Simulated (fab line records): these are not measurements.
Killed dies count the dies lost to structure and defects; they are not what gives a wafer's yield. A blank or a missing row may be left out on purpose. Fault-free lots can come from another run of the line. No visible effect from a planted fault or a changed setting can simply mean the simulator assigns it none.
fab line records :: flow ritCmos
[record]
  lots = 5
  wafers = 15
  lastDay = 7
route steps=202 shown NWELL@30 PWELL@39 WELLDRIVE@50
lots untouched by any fault: they come from a run of this same line in which no faults occurred
startH: start of the lot's first displayed wafer, in hours after the record's first day :: waitH: how many hours have passed since the lot's step before this one :: " repeats the value in the row above :: L1.1+2: several wafers, shown together as one row :: - no value present, or no start provided :: * or withheld: withheld :: < > ~ a bound
route shown NAME@n: names a module that has steps shown in the file, with the first one's number in the route :: usual: average and standard deviation across the fault-free wafers :: same: alike in all rows :: chamber/n: place in a boat :: sites: per-site readings :: _std_site: their standard deviation :: _edge_site: outer sites' mean less inner sites' :: radiusMm: how far each site lies from the wafer's centre :: mask NAME#n: copy n :: behind: tool/chamber where the wafer was last shaped :: hold: cause of the lot's hold/its duration in hours/its outcome :: device: the transistor (n, p or np) that didn't switch :: end of line: the route-end tests of the same wafers :: step lacking rows: just its recipe :: killed: not the wafer's yield, but the dies lost to structure and defects at the first sort :: map: a wafer's dies, marking killed ones x, the rest . and places with no die _
set.NAME: the setting the step ran with; set.NAME@STEP: the setting that earlier step ran with :: model.NAME: the simulator's own value behind a step, which no gauge read
a table for each step, a row for each wafer; lots at some steps of the route
services: the hour from which a tool's chamber was out of use, counted from the record's first day as startH (under 0 if before that day), plus the number of hours and why
[[steps]]
[step RIT_NWELL_SOFTBAKE_02]
[recipe]
  resist = NOVOLAK
  tempC = 90
  timeS = 60
[step RIT_NWELL_EXPOSE_03]
[recipe]
  maskId = M2
  na = 0.57
  targetCdNm = 43900
  doseMj = 250
[step RIT_NWELL_PEB_04]
[recipe]
  resist = NOVOLAK
  tempC = withheld
  timeS = withheld
[step RIT_NWELL_DEVELOP_05]
[recipe]
  resist = NOVOLAK
  developTimeS = 68
  devTempC = 23
[step RIT_NWELL_OVL_MEAS_06]
[usual]
  NWELL_OVL = 0.8/1.2
lot.wafer: L682.1
tool: overlay-01
chamber: -
startH: 22.21
waitH: -
NWELL_OVL[nm]: 1.1

lot.wafer: L682.4
tool: overlay-01
chamber: -
startH: 22.21
waitH: -
NWELL_OVL[nm]: 1.0

lot.wafer: L682.5
tool: overlay-01
chamber: -
startH: 22.21
waitH: -
NWELL_OVL[nm]: 1.5

lot.wafer: L683.1
tool: overlay-01
chamber: -
startH: 25.55
waitH: -
NWELL_OVL[nm]: 1.0

lot.wafer: L683.2
tool: overlay-01
chamber: -
startH: 25.55
waitH: -
NWELL_OVL[nm]: 1.8

lot.wafer: L683.4
tool: overlay-01
chamber: -
startH: 25.55
waitH: -
NWELL_OVL[nm]: 0.6

lot.wafer: L688.1
tool: overlay-01
chamber: -
startH: 50.53
waitH: -
NWELL_OVL[nm]: 2.8

lot.wafer: L688.3
tool: overlay-01
chamber: -
startH: 50.53
waitH: -
NWELL_OVL[nm]: 0.6

lot.wafer: L688.4
tool: overlay-01
chamber: -
startH: 50.53
waitH: -
NWELL_OVL[nm]: 3.3

lot.wafer: L689.1
tool: overlay-02
chamber: -
startH: 56.01
waitH: -
NWELL_OVL[nm]: 2.7

lot.wafer: L689.2
tool: overlay-02
chamber: -
startH: 56.01
waitH: -
NWELL_OVL[nm]: 0.7

lot.wafer: L689.3
tool: overlay-02
chamber: -
startH: 56.01
waitH: -
NWELL_OVL[nm]: 1.1

lot.wafer: L705.2
tool: overlay-02
chamber: -
startH: 135.42
waitH: -
NWELL_OVL[nm]: 0.8

lot.wafer: L705.4
tool: overlay-02
chamber: -
startH: 135.42
waitH: -
NWELL_OVL[nm]: 0.0

lot.wafer: L705.6
tool: overlay-02
chamber: -
startH: 135.42
waitH: -
NWELL_OVL[nm]: 0.2
[step RIT_NWELL_HARDBAKE_07]
[recipe]
  resist = NOVOLAK
  tempC = 140
  timeS = 120
[step RIT_NWELL_IMPLANT_08]
[recipe]
  species = P
  energyKev = 170
  doseCm2 = 5e+13
  tiltDeg = 7
[step RIT_NWELL_STRIP_09]
[recipe]
  chemistry = O2
  timeS = 180
  resist = NOVOLAK
  platenTempC = withheld
  powerW = 500
  pressureMtorr = 4000
  o2FlowSccm = 4000
[usual]
  drypumpMotorCurrentA = 5.7/0.41
lot.wafer: L682.1
tool: plasmaAsher-02
chamber: 0
startH: 22.64
waitH: 0.1
drypumpMotorCurrentA: 5.2
rfHoursCounterH: 37

lot.wafer: L682.4
tool: plasmaAsher-02
chamber: 1
startH: 22.64
waitH: 0.1
drypumpMotorCurrentA: 5.5
rfHoursCounterH: -

lot.wafer: L682.5
tool: plasmaAsher-02
chamber: 0
startH: 22.64
waitH: 0.1
drypumpMotorCurrentA: 5.2
rfHoursCounterH: -

lot.wafer: L683.1
tool: plasmaAsher-04
chamber: 0
startH: 25.99
waitH: 0.1
drypumpMotorCurrentA: 6.3
rfHoursCounterH: 39

lot.wafer: L683.2
tool: plasmaAsher-04
chamber: 1
startH: 25.99
waitH: 0.1
drypumpMotorCurrentA: 6.1
rfHoursCounterH: 39

lot.wafer: L683.4
tool: plasmaAsher-04
chamber: 0
startH: 25.99
waitH: 0.1
drypumpMotorCurrentA: 6.3
rfHoursCounterH: -

lot.wafer: L688.1
tool: plasmaAsher-02
chamber: 0
startH: 50.97
waitH: 0.1
drypumpMotorCurrentA: 5.2
rfHoursCounterH: 41

lot.wafer: L688.3
tool: plasmaAsher-02
chamber: 1
startH: 50.97
waitH: 0.1
drypumpMotorCurrentA: 5.5
rfHoursCounterH: -

lot.wafer: L688.4
tool: plasmaAsher-02
chamber: 0
startH: 50.97
waitH: 0.1
drypumpMotorCurrentA: 5.2
rfHoursCounterH: -

lot.wafer: L689.1
tool: plasmaAsher-02
chamber: 0
startH: 56.45
waitH: 0.1
drypumpMotorCurrentA: 5.2
rfHoursCounterH: 42

lot.wafer: L689.2
tool: plasmaAsher-02
chamber: 1
startH: 56.45
waitH: 0.1
drypumpMotorCurrentA: 5.5
rfHoursCounterH: 42

lot.wafer: L689.3
tool: plasmaAsher-02
chamber: 0
startH: 56.45
waitH: 0.1
drypumpMotorCurrentA: 5.2
rfHoursCounterH: -

lot.wafer: L705.2
tool: plasmaAsher-01
chamber: 1
startH: 135.85
waitH: 0.1
drypumpMotorCurrentA: 5.4
rfHoursCounterH: 43

lot.wafer: L705.4
tool: plasmaAsher-01
chamber: 0
startH: 135.85
waitH: 0.1
drypumpMotorCurrentA: 6.1
rfHoursCounterH: -

lot.wafer: L705.6
tool: plasmaAsher-01
chamber: 0
startH: 135.85
waitH: 0.1
drypumpMotorCurrentA: 6.2
rfHoursCounterH: -
[step RIT_NWELL_TW_MEAS_10]
[usual]
  NWELL_TW = 2139/14
lot.wafer: L682.1
tool: filmMetro-01
chamber: -
startH: 22.82
waitH: 0.1
NWELL_TW: 2132

lot.wafer: L682.4
tool: filmMetro-01
chamber: -
startH: 22.82
waitH: 0.1
NWELL_TW: 2130

lot.wafer: L682.5
tool: filmMetro-01
chamber: -
startH: 22.82
waitH: 0.1
NWELL_TW: 2128

lot.wafer: L683.1
tool: filmMetro-01
chamber: -
startH: 26.16
waitH: 0.1
NWELL_TW: 2131

lot.wafer: L683.2
tool: filmMetro-01
chamber: -
startH: 26.16
waitH: 0.1
NWELL_TW: 2130

lot.wafer: L683.4
tool: filmMetro-01
chamber: -
startH: 26.16
waitH: 0.1
NWELL_TW: 2129

lot.wafer: L688.1
tool: filmMetro-01
chamber: -
startH: 51.14
waitH: 0.1
NWELL_TW: 2111

lot.wafer: L688.3
tool: filmMetro-01
chamber: -
startH: 51.14
waitH: 0.1
NWELL_TW: 2110

lot.wafer: L688.4
tool: filmMetro-01
chamber: -
startH: 51.14
waitH: 0.1
NWELL_TW: 2119

lot.wafer: L689.1
tool: filmMetro-01
chamber: -
startH: 56.62
waitH: 0.1
NWELL_TW: 2125

lot.wafer: L689.2
tool: filmMetro-01
chamber: -
startH: 56.62
waitH: 0.1
NWELL_TW: 2122

lot.wafer: L689.3
tool: filmMetro-01
chamber: -
startH: 56.62
waitH: 0.1
NWELL_TW: 2124

lot.wafer: L705.2
tool: filmMetro-04
chamber: -
startH: 136.04
waitH: 0.1
NWELL_TW: 2140

lot.wafer: L705.4
tool: filmMetro-04
chamber: -
startH: 136.04
waitH: 0.1
NWELL_TW: 2157

lot.wafer: L705.6
tool: filmMetro-04
chamber: -
startH: 136.04
waitH: 0.1
NWELL_TW: 2141
[step RIT_PWELL_HMDS_00]
[recipe]
  primeTimeS = 60
  primeTempC = 140
[step RIT_PWELL_COAT_01]
[recipe]
  resist = NOVOLAK
  spinRpm = 2000
  resistThkNm = 1300
[step RIT_PWELL_SOFTBAKE_02]
[recipe]
  resist = NOVOLAK
  tempC = 90
  timeS = 60
[step RIT_PWELL_EXPOSE_03]
[recipe]
  maskId = M3
  na = 0.57
  targetCdNm = 43700
  doseMj = 250
lot.wafer: L682.1+4+5
tool: ilineStepper-01
chamber: 0
startH: 23.33
waitH: 0.1
mask: M3#0

lot.wafer: L683.1+2+4
tool: ilineStepper-01
chamber: 0
startH: 26.67
waitH: 0.1
mask: M3#0

lot.wafer: L688.1+3+4
tool: ilineStepper-01
chamber: 0
startH: 51.65
waitH: 0.1
mask: M2#0

lot.wafer: L689.1+2+3
tool: ilineStepper-02
chamber: 0
startH: 57.26
waitH: 0.2
mask: M3#0

lot.wafer: L705.2+4+6
tool: ilineStepper-01
chamber: 0
startH: 136.68
waitH: 0.2
mask: M3#0
[step RIT_PWELL_PEB_04]
[recipe]
  resist = NOVOLAK
  tempC = withheld
  timeS = withheld
[step RIT_PWELL_DEVELOP_05]
[recipe]
  resist = NOVOLAK
  developTimeS = 68
  devTempC = 23
[step RIT_PWELL_OVL_MEAS_06]
[usual]
  PWELL_OVL = 1.1/1.6
lot.wafer: L682.1
tool: overlay-01
chamber: -
startH: 23.76
waitH: -
PWELL_OVL[nm]: 1.2

lot.wafer: L682.4
tool: overlay-01
chamber: -
startH: 23.76
waitH: -
PWELL_OVL[nm]: 2.0

lot.wafer: L682.5
tool: overlay-01
chamber: -
startH: 23.76
waitH: -
PWELL_OVL[nm]: 2.3

lot.wafer: L683.1
tool: overlay-02
chamber: -
startH: 27.10
waitH: -
PWELL_OVL[nm]: -0.1

lot.wafer: L683.2
tool: overlay-02
chamber: -
startH: 27.10
waitH: -
PWELL_OVL[nm]: 1.3

lot.wafer: L683.4
tool: overlay-02
chamber: -
startH: 27.10
waitH: -
PWELL_OVL[nm]: -1.4

lot.wafer: L688.1
tool: overlay-01
chamber: -
startH: 52.08
waitH: -
PWELL_OVL[nm]: -

lot.wafer: L688.3
tool: overlay-01
chamber: -
startH: 52.08
waitH: -
PWELL_OVL[nm]: -

lot.wafer: L688.4
tool: overlay-01
chamber: -
startH: 52.08
waitH: -
PWELL_OVL[nm]: -

lot.wafer: L689.1
tool: overlay-01
chamber: -
startH: 57.69
waitH: -
PWELL_OVL[nm]: 1.1

lot.wafer: L689.2
tool: overlay-01
chamber: -
startH: 57.69
waitH: -
PWELL_OVL[nm]: 1.1

lot.wafer: L689.3
tool: overlay-01
chamber: -
startH: 57.69
waitH: -
PWELL_OVL[nm]: 1.3

lot.wafer: L705.2
tool: overlay-01
chamber: -
startH: 137.10
waitH: -
PWELL_OVL[nm]: 0.0

lot.wafer: L705.4
tool: overlay-01
chamber: -
startH: 137.10
waitH: -
PWELL_OVL[nm]: -0.3

lot.wafer: L705.6
tool: overlay-01
chamber: -
startH: 137.10
waitH: -
PWELL_OVL[nm]: -1.6
[step RIT_PWELL_HARDBAKE_07]
[recipe]
  resist = NOVOLAK
  tempC = 140
  timeS = 120
[step RIT_PWELL_IMPLANT_08]
[recipe]
  species = B
  energyKev = 170
  doseCm2 = 7e+13
  tiltDeg = 7
[step RIT_PWELL_STRIP_09]
[recipe]
  chemistry = O2
  timeS = 180
  resist = NOVOLAK
  platenTempC = withheld
  powerW = 500
  pressureMtorr = 4000
  o2FlowSccm = 4000
[usual]
  drypumpMotorCurrentA = 5.8/0.42
lot.wafer: L682.1
tool: plasmaAsher-03
chamber: 0
startH: 24.19
waitH: 0.1
drypumpMotorCurrentA: 6.3
rfHoursCounterH: 24

lot.wafer: L682.4
tool: plasmaAsher-03
chamber: 1
startH: 24.19
waitH: 0.1
drypumpMotorCurrentA: 5.5
rfHoursCounterH: -

lot.wafer: L682.5
tool: plasmaAsher-03
chamber: 1
startH: 24.19
waitH: 0.1
drypumpMotorCurrentA: 5.5
rfHoursCounterH: -

lot.wafer: L683.1
tool: plasmaAsher-04
chamber: 0
startH: 27.54
waitH: 0.1
drypumpMotorCurrentA: 6.3
rfHoursCounterH: 39

lot.wafer: L683.2
tool: plasmaAsher-04
chamber: 1
startH: 27.54
waitH: 0.1
drypumpMotorCurrentA: 6.1
rfHoursCounterH: 39

lot.wafer: L683.4
tool: plasmaAsher-04
chamber: 1
startH: 27.54
waitH: 0.1
drypumpMotorCurrentA: 6.1
rfHoursCounterH: -

lot.wafer: L688.1
tool: plasmaAsher-04
chamber: 0
startH: 52.55
waitH: 0.1
drypumpMotorCurrentA: 6.2
rfHoursCounterH: 43

lot.wafer: L688.3
tool: plasmaAsher-04
chamber: 0
startH: 52.55
waitH: 0.1
drypumpMotorCurrentA: 6.2
rfHoursCounterH: -

lot.wafer: L688.4
tool: plasmaAsher-04
chamber: 1
startH: 52.55
waitH: 0.1
drypumpMotorCurrentA: 6.1
rfHoursCounterH: -

lot.wafer: L689.1
tool: plasmaAsher-03
chamber: 1
startH: 58.12
waitH: 0.1
drypumpMotorCurrentA: 5.5
rfHoursCounterH: 29

lot.wafer: L689.2
tool: plasmaAsher-03
chamber: 0
startH: 58.12
waitH: 0.1
drypumpMotorCurrentA: 6.3
rfHoursCounterH: 29

lot.wafer: L689.3
tool: plasmaAsher-03
chamber: 1
startH: 58.12
waitH: 0.1
drypumpMotorCurrentA: 5.5
rfHoursCounterH: -

lot.wafer: L705.2
tool: plasmaAsher-02
chamber: 0
startH: 137.53
waitH: 0.1
drypumpMotorCurrentA: 5.2
rfHoursCounterH: 3

lot.wafer: L705.4
tool: plasmaAsher-02
chamber: 1
startH: 137.53
waitH: 0.1
drypumpMotorCurrentA: 5.5
rfHoursCounterH: -

lot.wafer: L705.6
tool: plasmaAsher-02
chamber: 1
startH: 137.53
waitH: 0.1
drypumpMotorCurrentA: 5.5
rfHoursCounterH: -
[step RIT_PWELL_TW_MEAS_10]
[usual]
  PWELL_TW = 949/6
lot.wafer: L682.1
tool: filmMetro-01
chamber: -
startH: 24.37
waitH: 0.1
PWELL_TW: 944

lot.wafer: L682.4
tool: filmMetro-01
chamber: -
startH: 24.37
waitH: 0.1
PWELL_TW: 946

lot.wafer: L682.5
tool: filmMetro-01
chamber: -
startH: 24.37
waitH: 0.1
PWELL_TW: 944

lot.wafer: L683.1
tool: filmMetro-03
chamber: -
startH: 27.71
waitH: 0.1
PWELL_TW: 954

lot.wafer: L683.2
tool: filmMetro-03
chamber: -
startH: 27.71
waitH: 0.1
PWELL_TW: 951

lot.wafer: L683.4
tool: filmMetro-03
chamber: -
startH: 27.71
waitH: 0.1
PWELL_TW: 955

lot.wafer: L688.1
tool: filmMetro-03
chamber: -
startH: 52.72
waitH: 0.1
PWELL_TW: 30

lot.wafer: L688.3
tool: filmMetro-03
chamber: -
startH: 52.72
waitH: 0.1
PWELL_TW: 30

lot.wafer: L688.4
tool: filmMetro-03
chamber: -
startH: 52.72
waitH: 0.1
PWELL_TW: 30

lot.wafer: L689.1
tool: filmMetro-04
chamber: -
startH: 58.30
waitH: 0.1
PWELL_TW: 960

lot.wafer: L689.2
tool: filmMetro-04
chamber: -
startH: 58.30
waitH: 0.1
PWELL_TW: 959

lot.wafer: L689.3
tool: filmMetro-04
chamber: -
startH: 58.30
waitH: 0.1
PWELL_TW: 956

lot.wafer: L705.2
tool: filmMetro-04
chamber: -
startH: 137.71
waitH: 0.1
PWELL_TW: 956

lot.wafer: L705.4
tool: filmMetro-04
chamber: -
startH: 137.71
waitH: 0.1
PWELL_TW: 962

lot.wafer: L705.6
tool: filmMetro-04
chamber: -
startH: 137.71
waitH: 0.1
PWELL_TW: 959
[step RIT_WELLDRIVE_ANNEAL_00]
[recipe]
  tempC = 1100
  timeS = 14700
  ambient = N2
[[services]]
tool: plasmaAsher-01
chamber: -
startH: 6.28
hours: 39.1
kind: repair

tool: plasmaAsher-01
chamber: -
startH: 26.78
hours: 5.5
kind: repair

tool: plasmaAsher-01
chamber: -
startH: 46.76
hours: 12.8
kind: repair

tool: ilineStepper-02
chamber: -
startH: 47.05
hours: 1.7
kind: pm

tool: plasmaAsher-02
chamber: -
startH: 69.46
hours: 7.5
kind: repair

tool: plasmaAsher-03
chamber: -
startH: 93.85
hours: 2.8
kind: pm

tool: plasmaAsher-02
chamber: -
startH: 108.75
hours: 9.0
kind: pm

tool: plasmaAsher-02
chamber: 0
startH: 108.75
hours: 9.0
kind: ventCycle

tool: plasmaAsher-02
chamber: 1
startH: 108.75
hours: 9.0
kind: ventCycle

tool: plasmaAsher-02
chamber: 0
startH: 117.75
hours: -
kind: clean

tool: plasmaAsher-02
chamber: 1
startH: 117.75
hours: -
kind: clean

tool: plasmaAsher-01
chamber: -
startH: 120.14
hours: 15.6
kind: pm

tool: ilineStepper-01
chamber: -
startH: 122.91
hours: 1.7
kind: pm
[[key]]
[firstSign]
  step = RIT_PWELL_EXPOSE_03
  reading = mask
  direction = changed
[effect]
  step = RIT_PWELL_OVL_MEAS_06
  reading = PWELL_OVL
  direction = missing
[effect]
  step = RIT_PWELL_TW_MEAS_10
  reading = PWELL_TW
  direction = down
  sigmas = 99+
  usual = 949
  struck = 30
metAt RIT_PWELL_EXPOSE_03
struckWafers L688.1,L688.3,L688.4
sortLeftOut L688.1,L688.3,L688.4
testerLeftOut L688
onsetBetween 26.67 51.65
[fault]
  kind = wrongMask
  tool = any
  chamber = -
  onsetH = 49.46
  steps = RIT_PWELL_EXPOSE_03
  auxCopy = M2#0
  scope = struckLotsOnly
// testerLeftOut: of these lots the tester's yield and bins aren't shown, on N5 and GAA mostly nor the transistor test; their killed dies are dies lost to structure and defects alone, not to doping, threshold or leakage, so they don't give the yield
// sortLeftOut: the simulated sort isn't trusted on such a fault, so these wafers' sort isn't shown, and their yield isn't known
